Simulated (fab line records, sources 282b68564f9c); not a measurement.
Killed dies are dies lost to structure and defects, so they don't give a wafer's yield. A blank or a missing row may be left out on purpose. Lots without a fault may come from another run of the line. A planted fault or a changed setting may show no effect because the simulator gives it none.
fab line records | flow rit_cmos
record lots=6 wafers=18 last_day=7
route steps=202 shown CONTACT@176 M1@184
lots that met no fault: from a run of the same line without faults
start_h: hours from the record's first day to the start of the lot's first wafer shown | wait_h: hours since the lot's step before | " the same as in the row above | L1.1+2: a row that stands for several wafers | - no value, or no start given | * or withheld: withheld | < > ~ a bound
route shown NAME@n: a module of which the file shows steps, and the number in the route of the first | usual: mean/standard deviation of fault-free wafers | same: alike in all rows | chamber/n: place in a boat | sites: the reading at each site | _std_site: their standard deviation | _edge_site: outer sites' mean less inner sites' | radius_mm: how far each site lies from the wafer's centre | mask NAME#n: copy n | behind: the tool/chamber that last shaped the wafer | hold: why the lot was held/for how many hours/how that ended | device: the transistor (n, p or np) that didn't switch | end of line: the same wafers' tests at the end of the route | a step without rows: its recipe alone | killed: dies lost to structure and defects at the first sort, not the wafer's yield | map: a wafer's dies, x killed, . not, _ none there
set.NAME: the setting as run; set.NAME@STEP: as run at that earlier step | model.NAME: the simulator's own value behind a step, which no gauge read
lots at some steps of the route; a table a step, a row a wafer
services: from which hour (start_h, from the record's first day; less than 0 if before it) a tool's chamber was out of use, for how many hours, and why
## steps
# step RIT_CONTACT_CD_MEAS_08
# recipe target_cd_nm=1000
# usual cd_nm=1000.4/2.6
# columns lot.wafer tool chamber start_h wait_h cd_nm
L960.1 cd_sem-01 - 83.40 - 1000.3
L960.2 " - " " 997.7
L960.5 " - " " 998.0
L961.3 cd_sem-02 - 85.23 - 999.0
L961.4 " - " " 1001.7
L961.5 " - " " 998.5
L964.4 cd_sem-01 - 107.16 - 1001.7
L964.5 " - " " 1000.7
L964.6 " - " " 998.8
L965.3 cd_sem-01 - 108.71 - 1004.8
L965.5 " - " " 1004.7
L965.6 " - " " 1004.3
L966.2 cd_sem-02 - 112.21 - 998.8
L966.3 " - " " 1000.4
L966.6 " - " " 998.2
L978.3 cd_sem-01 - 170.32 - 1001.1
L978.4 " - " " 1000.1
L978.5 " - " " 1001.0
# step RIT_CONTACT_OVL_MEAS_09
# usual CONTACT_OVL=-0.4/1.6
# columns lot.wafer tool chamber start_h wait_h CONTACT_OVL[nm]
L960.1 overlay-02 - 83.52 0.1 -1.7
L960.2 " - " " 1.2
L960.5 " - " " 0.5
L961.3 overlay-01 - 85.32 0.1 0.0
L961.4 " - " " 0.0
L961.5 " - " " 0.5
L964.4 overlay-01 - 107.24 0.1 -1.0
L964.5 " - " " 0.8
L964.6 " - " " -0.5
L965.3 overlay-02 - 108.80 0.1 -2.6
L965.5 " - " " 0.1
L965.6 " - " " -0.7
L966.2 overlay-01 - 112.32 0.1 1.6
L966.3 " - " " 3.0
L966.6 " - " " 0.9
L978.3 overlay-01 - 170.41 0.1 -1.9
L978.4 " - " " -1.6
L978.5 " - " " -2.4
# step RIT_CONTACT_HARDBAKE_10
# recipe resist=NOVOLAK temp_c=140 time_s=60
# step RIT_CONTACT_ETCH_11
# recipe target_depth_a=4800 over_etch_frac=0.2 stop_on=TiSi2 chemistry=CHF3/CF4/Ar target=SiO2 CHF3_flow_sccm=50 cf4_flow_sccm=10 Ar_flow_sccm=100 O2_flow_sccm=5 pressure_mtorr=100 rf_w=200 time_s=320
# usual drypump_motor_current_A=5.7/0.34 mfc_ar_sccm=100.0/0.31 oes_product_au=0.987/0.011 throttle_valve_pct=8.90/0.13
# columns lot.wafer tool chamber start_h wait_h drypump_motor_current_A mfc_ar_sccm oes_product_au rf_hours_counter_h throttle_valve_pct
L960.1 rie_diel-03 1 83.71 0.1 6.1 99.8 0.979 141 8.72
L960.2 " 0 " " 5.8 100.2 0.982 4 8.66
L960.5 " 2 " " 5.9 99.6 0.991 - 9.04
L961.3 rie_diel-01 1 85.50 0.1 5.2 99.8 0.983 74 8.92
L961.4 " 3 " " 5.8 99.9 0.972 3 8.92
L961.5 " 2 " " 5.6 99.8 0.986 - 9.00
L964.4 rie_diel-03 3 107.58 0.1 5.9 100.0 0.997 78 8.99
L964.5 " 2 " " 5.8 100.2 0.997 - 9.06
L964.6 " 3 " " 6.0 100.2 0.990 - 8.96
L965.3 rie_diel-01 0 108.97 0.1 5.8 100.0 0.988 127 8.87
L965.5 " 3 " " 5.9 100.2 0.956 - 8.92
L965.6 " 0 " " 5.8 100.0 0.990 - 8.87
L966.2 rie_diel-01 0 112.58 0.1 5.8 100.0 0.987 127 8.87
L966.3 " 3 " " 5.9 99.9 0.973 4 8.90
L966.6 " 3 " " 5.9 99.7 0.965 - 8.91
L978.3 rie_diel-04 0 170.59 0.1 5.0 100.2 1.003 50 8.83
L978.4 " 2 " " 6.4 100.2 0.990 9 9.10
L978.5 " 1 " " 5.5 100.5 0.973 - 8.67
# step RIT_CONTACT_STRIP_12
# recipe chemistry=O2 time_s=180 resist=NOVOLAK platen_temp_c=withheld power_w=500 pressure_mtorr=4000 o2_flow_sccm=4000
# usual drypump_motor_current_A=5.5/0.5
# columns lot.wafer tool chamber start_h wait_h drypump_motor_current_A rf_hours_counter_h
L960.1 plasma_asher-04 1 83.90 0.1 6.1 29
L960.2 " 0 " " 5.5 29
L960.5 " 1 " " 6.1 -
L961.3 plasma_asher-01 0 85.75 0.2 4.7 -
L961.4 " 1 " " 6.0 -
L961.5 " 1 " " 5.9 -
L964.4 plasma_asher-01 1 107.84 0.2 6.0 -
L964.5 " 0 " " 4.7 -
L964.6 " 1 " " 6.0 -
L965.3 plasma_asher-04 1 109.23 0.2 6.0 -
L965.5 " 1 " " 6.0 -
L965.6 " 0 " " 5.5 -
L966.2 plasma_asher-04 1 112.77 0.1 6.0 32
L966.3 " 0 " " 5.5 -
L966.6 " 0 " " 5.5 -
L978.3 plasma_asher-03 1 170.84 0.2 5.5 -
L978.4 " 0 " " 5.7 -
L978.5 " 1 " " 5.5 -
# step RIT_CONTACT_CD_MEAS_90
# recipe target_cd_nm=1000
# usual cd_nm=1000.3/2.5
# columns lot.wafer tool chamber start_h wait_h cd_nm
L960.1 cd_sem-02 - 84.08 0.1 999.6
L960.2 " - " " 998.1
L960.5 " - " " 998.1
L961.3 cd_sem-02 - 85.91 0.1 999.2
L961.4 " - " " 1000.4
L961.5 " - " " 998.5
L964.4 cd_sem-01 - 108.01 0.1 1001.2
L964.5 " - " " 1000.9
L964.6 " - " " 998.8
L965.3 cd_sem-02 - 109.38 0.1 1004.0
L965.5 " - " " 1004.2
L965.6 " - " " 1003.6
L966.2 cd_sem-01 - 112.97 0.1 998.2
L966.3 " - " " 999.8
L966.6 " - " " 998.0
L978.3 cd_sem-01 - 171.00 0.1 1000.4
L978.4 " - " " 998.8
L978.5 " - " " 1000.7
# step RIT_CONTACT_CLEAN_13
# recipe chemistry=SC1 mix=3:3:50 time_s=600 temp_c=75
# step RIT_CONTACT_CLEAN_14
# recipe chemistry=SC2 mix=3:3:50 time_s=600 temp_c=75 dry=n2_spin
# step RIT_M1_SPUTTER_00
# recipe material=Al target_thk_nm=400 power_w=2000 chamber_pressure_pa=0.4 gas=Ar time_s=500 substrate_temp_c=25
# usual substrate_temp_c=25.00/0.11 throttle_valve_pct=30.2/1
# columns lot.wafer tool chamber start_h wait_h substrate_temp_c throttle_valve_pct
L960.1 pvd_sputter-02 - 84.56 0.0 24.96 29.3
L960.2 " - " " 24.89 30.1
L960.5 " - " " 25.14 30.0
L961.3 pvd_sputter-01 - 86.35 0.0 25.05 29.7
L961.4 " - " " 24.99 29.6
L961.5 " - " " 25.01 31.9
L964.4 pvd_sputter-02 - 108.48 0.0 25.09 31.5
L964.5 " - " " 25.05 29.3
L964.6 " - " " 25.13 30.0
L965.3 pvd_sputter-01 - 109.81 0.0 24.99 29.6
L965.5 " - " " 24.83 29.8
L965.6 " - " " 24.99 31.7
L966.2 pvd_sputter-02 - 113.49 0.0 25.11 30.4
L966.3 " - " " 25.03 29.2
L966.6 " - " " 24.98 29.2
L978.3 pvd_sputter-02 - 171.65 0.0 25.08 29.3
L978.4 " - " " 25.00 30.3
L978.5 " - " " 25.00 31.1
# step RIT_M1_RS_MEAS_01
# recipe thk_meas_gauge=four-point-probe reads=Al_of_M1_SPUTTER_00
# usual M1_AL_RS=0.0734/0.00095
# columns lot.wafer tool chamber start_h wait_h M1_AL_RS[ohm/sq]
L960.1 film_metro-03 - 84.86 0.1 0.0742
L960.2 " - " " 0.0742
L960.5 " - " " 0.0731
L961.3 film_metro-04 - 86.69 0.2 0.0728
L961.4 " - " " 0.0719
L961.5 " - " " 0.0735
L964.4 film_metro-02 - 108.83 0.2 0.0732
L964.5 " - " " 0.0745
L964.6 " - " " 0.0738
L965.3 film_metro-04 - 110.15 0.2 0.0726
L965.5 " - " " 0.0723
L965.6 " - " " 0.0736
L966.2 film_metro-04 - 113.80 0.2 0.0743
L966.3 " - " " 0.0749
L966.6 " - " " 0.0748
L978.3 film_metro-03 - 171.98 0.2 0.0733
L978.4 " - " " 0.0731
L978.5 " - " " 0.0726
# step RIT_M1_THK_MEAS_02
# recipe thk_meas_gauge=xrf reads=Al_of_M1_SPUTTER_00
# usual M1_AL_THK=400/5.5
# columns lot.wafer tool chamber start_h wait_h M1_AL_THK[nm]
L960.1 film_metro-03 - 84.98 0.1 398
L960.2 " - " " 397
L960.5 " - " " 403
L961.3 film_metro-04 - 86.79 0.1 401
L961.4 " - " " 407
L961.5 " - " " 402
L964.4 film_metro-02 - 108.92 0.1 402
L964.5 " - " " 394
L964.6 " - " " 398
L965.3 film_metro-04 - 110.25 0.1 402
L965.5 " - " " 402
L965.6 " - " " 398
L966.2 film_metro-04 - 113.91 0.1 394
L966.3 " - " " 390
L966.6 " - " " 390
L978.3 film_metro-03 - 172.08 0.1 403
L978.4 " - " " 404
L978.5 " - " " 407
# step RIT_M1_HMDS_03
# recipe prime_time_s=60 prime_temp_c=140
# step RIT_M1_COAT_04
# recipe resist=NOVOLAK spin_rpm=2000 resist_thk_nm=1300
# usual dispense_pressure_kPa=50/3.4 spin_speed_rpm=2000.2/1.4
# columns lot.wafer tool chamber start_h wait_h dispense_pressure_kPa spin_speed_rpm model.NOVOLAK_of_M1_COAT_04.thk_nm
L960.1 litho_track-03 0 85.19 0.1 46 2001.0 1295
L960.2 " 0 " " 46 1997.9 1296
L960.5 " 0 " " 46 1997.4 1296
L961.3 litho_track-02 0 87.05 0.1 49 2001.0 1302
L961.4 " 0 " " 49 1998.3 1307
L961.5 " 0 " " 49 1998.2 1303
L964.4 litho_track-03 0 109.17 0.1 46 2001.4 1298
L964.5 " 0 " " 46 1999.1 1298
L964.6 " 0 " " 46 1999.4 1296
L965.3 litho_track-04 0 110.49 0.1 54 1850.4 1349
L965.5 " 0 " " 54 1849.7 1352
L965.6 " 0 " " 54 1851.6 1355
L966.2 litho_track-04 0 114.15 0.1 54 1851.2 1358
L966.3 " 0 " " 54 1850.7 1360
L966.6 " 0 " " 54 1850.7 1357
L978.3 litho_track-03 0 172.32 0.1 46 1997.9 1296
L978.4 " 0 " " 46 1999.3 1300
L978.5 " 0 " " 46 2000.1 1297
# step RIT_M1_SOFTBAKE_05
# recipe resist=NOVOLAK temp_c=90 time_s=60
# step RIT_M1_EXPOSE_06
# recipe mask_id=M12 na=0.6 source_shape=conventional sigma_outer=0.5 target_cd_nm=2600 dose_mj=250
# step RIT_M1_PEB_07
# recipe resist=NOVOLAK temp_c=withheld time_s=withheld
# step RIT_M1_DEVELOP_08
# recipe resist=NOVOLAK develop_time_s=68 dev_temp_c=23
# step RIT_M1_CD_MEAS_09
# recipe target_cd_nm=2600
# usual cd_nm=2600.1/2.3
# columns lot.wafer tool chamber start_h wait_h cd_nm
L960.1 cd_sem-02 - 85.99 - 2604.9
L960.2 " - " " 2606.9
L960.5 " - " " 2606.8
L961.3 cd_sem-01 - 87.90 - 2599.2
L961.4 " - " " 2599.9
L961.5 " - " " 2597.5
L964.4 cd_sem-01 - 109.89 - 2599.7
L964.5 " - " " 2598.4
L964.6 " - " " 2597.6
L965.3 cd_sem-01 - 111.33 - 2605.7
L965.5 " - " " 2607.3
L965.6 " - " " 2608.3
L966.2 cd_sem-01 - 114.87 - 2607.4
L966.3 " - " " 2607.5
L966.6 " - " " 2605.9
L978.3 cd_sem-01 - 173.05 - 2597.8
L978.4 " - " " 2597.4
L978.5 " - " " 2597.4
# step RIT_M1_OVL_MEAS_10
# usual M1_OVL=-0.4/1.4
# columns lot.wafer tool chamber start_h wait_h M1_OVL[nm]
L960.1 overlay-01 - 86.11 0.1 -0.2
L960.2 " - " " -0.8
L960.5 " - " " 0.9
L961.3 overlay-01 - 87.99 0.1 1.2
L961.4 " - " " 0.6
L961.5 " - " " 0.3
L964.4 overlay-02 - 109.97 0.1 -1.1
L964.5 " - " " 0.5
L964.6 " - " " -1.7
L965.3 overlay-01 - 111.42 0.1 0.6
L965.5 " - " " 1.3
L965.6 " - " " 0.7
L966.2 overlay-01 - 114.98 0.1 0.7
L966.3 " - " " -0.2
L966.6 " - " " -1.0
L978.3 overlay-01 - 173.14 0.1 -1.4
L978.4 " - " " 0.3
L978.5 " - " " 0.2
# step RIT_M1_HARDBAKE_11
# recipe resist=NOVOLAK temp_c=140 time_s=120
# step RIT_M1_METAL_ETCH_12
# recipe stop_on=SiO2 chemistry=Cl2/BCl3 target=Al time_s=165 over_etch_frac=0.5 pressure_mtorr=100 target_depth_a=6000 rf_w=250 Cl2_flow_sccm=60 bcl3_flow_sccm=50
# usual drypump_motor_current_A=5.7/0.38 he_backside_leak_sccm=3.4/0.37 oes_product_au=0.777/0.014 throttle_valve_pct=8.28/0.07
# columns lot.wafer tool chamber start_h wait_h drypump_motor_current_A he_backside_leak_sccm oes_product_au rf_hours_counter_h throttle_valve_pct model.NOVOLAK_of_M1_COAT_04.thk_nm
L960.1 rie_metal-03 1 86.40 0.2 5.6 3.4 0.772 4 8.37 783.8
L960.2 " 0 " " 6.2 3.8 0.764 4 8.28 810.5
L960.5 " 0 " " 6.2 3.9 0.772 - 8.30 807.8
L961.3 rie_metal-02 0 88.32 0.2 6.1 3.4 0.787 - 8.31 820
L961.4 " 1 " " 5.5 3.1 0.772 - 8.15 826.4
L961.5 " 1 " " 5.5 3.4 0.772 - 8.14 819.6
L964.4 rie_metal-02 0 110.29 0.1 6.1 3.6 0.784 - 8.28 816.7
L964.5 " 0 " " 6.1 3.4 0.776 - 8.30 817.6
L964.6 " 1 " " 5.5 3.0 0.772 - 8.13 814
L965.3 rie_metal-01 0 111.75 0.2 5.4 3.4 0.770 - 8.28 837.3
L965.5 " 0 " " 5.4 3.2 0.767 - 8.29 840.7
L965.6 " 1 " " 5.3 3.5 0.790 - 8.33 861.1
L966.2 rie_metal-03 1 115.26 0.2 5.5 3.1 0.771 4 8.36 839.6
L966.3 " 1 " " 5.5 3.0 0.762 - 8.37 839.6
L966.6 " 0 " " 6.2 3.7 0.757 - 8.30 858.4
L978.3 rie_metal-02 1 173.47 0.2 5.5 3.0 0.780 - 8.14 809.1
L978.4 " 0 " " 6.1 3.6 0.799 - 8.30 813.6
L978.5 " 1 " " 5.5 2.8 0.776 - 8.15 809.8
# step RIT_M1_STRIP_13
# recipe chemistry=nmp resist=NOVOLAK temp_c=80 time_s=600 dry=n2_spin
# step RIT_M1_PROBE_99
# usual killed_at_contacts=0.1/0.34 killed_at_front_end=7.0/2.9 killed_dies=7.2/2.9 killed_open=3.6/1.9 killed_short=3.5/2.1
# same gross_dies=264 killed_at_M0_to_M3=0 killed_at_M4_up=0 killed_at_back_side=0 killed_at_other=0
# columns lot.wafer tool chamber start_h wait_h killed_at_contacts killed_at_front_end killed_dies killed_open killed_short
L960.1 prober-02 - 88.67 0.1 0 5 5 5 0
L960.2 prober-02 - 88.72 0.1 0 5 5 2 3
L960.5 prober-02 - 88.87 0.2 0 11 11 7 4
L961.3 prober-01 - 90.63 0.2 1 6 7 2 5
L961.4 prober-01 - 90.68 0.2 0 6 6 2 4
L961.5 prober-01 - 90.73 0.2 0 5 5 0 5
L964.4 prober-02 - 112.64 0.2 0 5 5 4 1
L964.5 prober-02 - 112.69 0.2 1 8 9 4 5
L964.6 prober-02 - 112.74 0.2 0 1 1 1 0
L965.3 prober-02 - 114.09 0.2 0 3 3 1 2
L965.5 prober-02 - 114.19 0.2 0 6 6 3 2
L965.6 prober-02 - 114.24 0.2 0 7 7 4 3
L966.2 prober-02 - 117.56 0.1 0 4 4 1 3
L966.3 prober-02 - 117.61 0.2 0 7 7 4 3
L966.6 prober-02 - 117.76 0.2 0 7 7 4 3
# killed by level:class
L960.1 SPACER:geometric_particle:open=2 SILICIDE:geometric_particle:open=2 GATE:geometric_particle:open=1
L960.2 GATE:geometric_particle:open=2 GATE:geometric_particle:short=2 FOX1:geometric_particle:short=1
L960.5 FOX1:geometric_particle:short=3 GATE:geometric_particle:open=3 FOX1:geometric_particle:open=1 FOX2:geometric_particle:open=1 GATE:geometric_particle:short=1 SPACER:geometric_particle:open=1 SILICIDE:geometric_particle:open=1
L961.3 SPACER:geometric_particle:short=2 FOX2:geometric_particle:open=1 GATE:geometric_particle:short=1 REOX:geometric_particle:short=1 SPACER:geometric_particle:open=1 CONTACT:geometric_particle:short=1
L961.4 FOX1:geometric_particle:short=1 GATE:geometric_particle:short=1 GATE:geometric_particle:open=1 REOX:geometric_particle:open=1 SPACER:geometric_particle:short=1 SILICIDE:geometric_particle:short=1
L961.5 GATE:geometric_particle:short=4 SPACER:geometric_particle:short=1
L964.4 GATE:geometric_particle:open=2 FOX1:geometric_particle:open=1 FOX1:geometric_particle:short=1 SILICIDE:geometric_particle:open=1
L964.5 GATE:geometric_particle:short=2 REOX:geometric_particle:open=2 SPACER:geometric_particle:open=1 SPACER:geometric_particle:short=1 SILICIDE:geometric_particle:short=1 SILICIDE:geometric_particle:open=1 CONTACT:geometric_particle:short=1
L964.6 GATE:geometric_particle:open=1
L965.3 FOX1:geometric_particle:short=2 FOX2:geometric_particle:open=1
L965.5 FOX1:geometric_particle:short=2 FOX1:geometric_particle:open=2 GATE:geometric_particle:open=1 NWELL:coat_microbubble_printed=1
L965.6 FOX1:geometric_particle:open=2 FOX1:geometric_particle:short=2 FOX2:geometric_particle:short=1 GATE:geometric_particle:open=1 REOX:geometric_particle:open=1
L966.2 GATE:geometric_particle:short=2 GATE:geometric_particle:open=1 REOX:geometric_particle:short=1
L966.3 REOX:geometric_particle:open=2 SILICIDE:geometric_particle:short=2 FOX1:geometric_particle:short=1 GATE:geometric_particle:open=1 SILICIDE:geometric_particle:open=1
L966.6 GATE:geometric_particle:open=2 REOX:geometric_particle:open=2 SPACER:geometric_particle:short=2 GATE:geometric_particle:short=1
## services
# columns tool chamber start_h hours kind
litho_track-03 - 59.82 - consumable_replace:filter
rie_diel-04 3 66.91 12.5 repair
rie_diel-03 1 78.86 3.4 repair
rie_diel-04 1 79.32 44.8 repair
pvd_sputter-02 - 90.13 0.5 repair
rie_diel-04 2 97.60 22.4 repair
rie_diel-04 - 98.91 14.5 repair
plasma_asher-03 - 107.97 28.1 pm
rie_diel-03 - 111.41 2.3 repair
rie_diel-01 - 113.99 4.3 pm
rie_diel-01 3 118.36 18.3 repair
plasma_asher-03 - 136.07 14.6 pm
rie_metal-02 - 136.12 20.0 pm
rie_metal-02 0 136.12 20.0 vent_cycle
rie_metal-02 1 136.12 20.0 vent_cycle
plasma_asher-04 - 138.04 2.8 pm
rie_metal-03 1 143.05 13.2 repair
rie_metal-03 - 155.58 10.0 pm
rie_metal-02 0 156.12 - clean
rie_metal-02 1 156.12 - clean
plasma_asher-03 - 162.26 1.3 repair
rie_diel-03 0 162.73 1.2 repair
## key
first_sign step=RIT_M1_COAT_04 reading=spin_speed_rpm direction=down sigmas=99+ usual=2000.2 struck=1850.7
effect none on later readings
model_effect step=RIT_M1_COAT_04 value=NOVOLAK_of_M1_COAT_04.thk_nm without=1303 struck=1355
model_effect step=RIT_M1_METAL_ETCH_12 value=NOVOLAK_of_M1_COAT_04.thk_nm without=801.7 struck=846.1
met_at RIT_M1_COAT_04
struck_wafers L965.3,L965.5,L965.6,L966.2,L966.3,L966.6
tester_left_out L966
earlier_fault kind=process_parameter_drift tool=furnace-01 chamber=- onset_h=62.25 steps=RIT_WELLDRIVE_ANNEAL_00 channel=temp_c offset=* shape=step end_h=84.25 acts_in=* stated=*
fault kind=process_parameter_drift tool=litho_track-04 chamber=- onset_h=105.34 steps=RIT_M1_COAT_04 channel=spin_rpm offset=-149.29 shape=step end_h=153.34 acts_in=these_recipes_only stated=2000
# tester_left_out: of these lots the tester's yield and bins aren't shown, on N5 and GAA mostly nor the transistor test; their killed dies are dies lost to structure and defects alone, not to doping, threshold or leakage, so they don't give the yield
